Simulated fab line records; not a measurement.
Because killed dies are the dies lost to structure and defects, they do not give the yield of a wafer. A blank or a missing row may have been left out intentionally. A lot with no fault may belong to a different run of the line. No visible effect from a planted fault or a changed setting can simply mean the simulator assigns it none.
A lot that was struck, set against a sound lot	flow berkeleyCmos170	17 steps out of a route of 331
Sound: these wafers, L834.2, L834.3, L834.4. Struck: wafers L837.1, L837.2, L837.4. The cause is named last.
At each step with rows: each side's tool, then ch and its chambers, then its first start. Under that, the readings that differ: sound wafers	struck wafers	difference of the means	sigmas: that difference in standard deviations of wafers without a fault.
alike: a reading whose means differ by less than 2 such deviations, as well as words and numbers matching on both sides. not compared: withheld readings; readings where some wafer has no value; bounds like >300 that might hide an equal value; numbers whose values overlap and for which the record gives no deviation.
The two part at a step that has a row with sigmas, a row that says differs or no value, or rows on one side only. Numbers that have no deviation but don't overlap get no sigmas and don't part them. A reading missing from all wafers of one side parts the sides only when that side holds two or more wafers.

UCB170_ACTIVE_OVL_MEAS_14:
  sound on overlay-02 at day 5 02:18; struck on overlay-02 at day 6 07:09
  alike: ACTIVE_OVL
UCB170_ACTIVE_ETCH_15: etches Si3N4 in CH3F/Ar/O2, stops on SiO2, target depth 242 nm, time 151 s.
  sound on rieDiel-01 ch 0,1,2, day 5 02:20; struck on rieDiel-01 ch 1,2,3, day 6 07:11
  alike: drypumpMotorCurrentA, oesProductAu, throttleValvePct
  not compared: rfHoursCounterH
UCB170_ACTIVE_STRIP_16: strips in O2.
  sound on plasmaAsher-01 ch 0,1, day 5 02:26; struck on plasmaAsher-02 ch 0,1, day 6 07:17
  alike: drypumpMotorCurrentA, oesProductAu, stripTimeToEndpointS
  not compared: rfHoursCounterH
UCB170_ACTIVE_CD_MEAS_90 targets a cd of 1200 nm.
  sound on cdSem-01 at day 5 02:33; struck on cdSem-02 at day 6 07:23
  alike: cdNm
then, 7 steps without rows for these wafers: UCB170_ACTIVE_CLEAN_17 (cleans in SPM, time 600 s); UCB170_PFIELD_HMDS_00 (prime time 60 s); UCB170_PFIELD_COAT_01 (resist thk 900 nm); UCB170_PFIELD_SOFTBAKE_02 (time 60 s); UCB170_PFIELD_EXPOSE_03 (exposes mask PFIELD, target cd 1500 nm); UCB170_PFIELD_PEB_04; UCB170_PFIELD_DEVELOP_05 (develop time 45 s).
UCB170_PFIELD_OVL_MEAS_06:
  sound on overlay-02 at day 5 03:56; struck on overlay-01 at day 6 11:05
  alike: PFIELD_OVL
UCB170_PFIELD_IMPLANT_07:
  sound on implanter-02 ch 0, day 5 03:59; struck on implanter-04 ch 0, day 6 11:07
reading	sound	struck	difference	sigmas
implantIonAmu	11 11 11	49 49 49	+38	
model.implant.rpNm (nm)	263.5 263.5 263.5	59.95 59.95 59.95	-203.55	
model.implant.drpNm (nm)	74.86 74.86 74.86	26.26 26.26 26.26	-48.60	
UCB170_PFIELD_STRIP_08: strips in O2.
  sound on plasmaAsher-02 ch 0,1, day 5 04:07; struck on plasmaAsher-04 ch 0,1, day 6 11:16
  alike: drypumpMotorCurrentA, oesProductAu, stripTimeToEndpointS
  not compared: rfHoursCounterH
UCB170_PFIELD_TW_MEAS_09:
  sound on filmMetro-03 at day 5 04:13; struck on filmMetro-01 at day 6 11:22
reading	sound	struck	difference	sigmas
PFIELD_TW	609 612 608	1077 1081 1083	+471	+99 or more
then, 2 steps without rows for these wafers: UCB170_FIELD_CLEAN_00 (cleans in dHF, time 7.5 s); UCB170_M3_PROBE_99.

WHERE THEY PART
Only at UCB170_PFIELD_TW_MEAS_09, as far as this record shows.

WHY: what the simulator had put in
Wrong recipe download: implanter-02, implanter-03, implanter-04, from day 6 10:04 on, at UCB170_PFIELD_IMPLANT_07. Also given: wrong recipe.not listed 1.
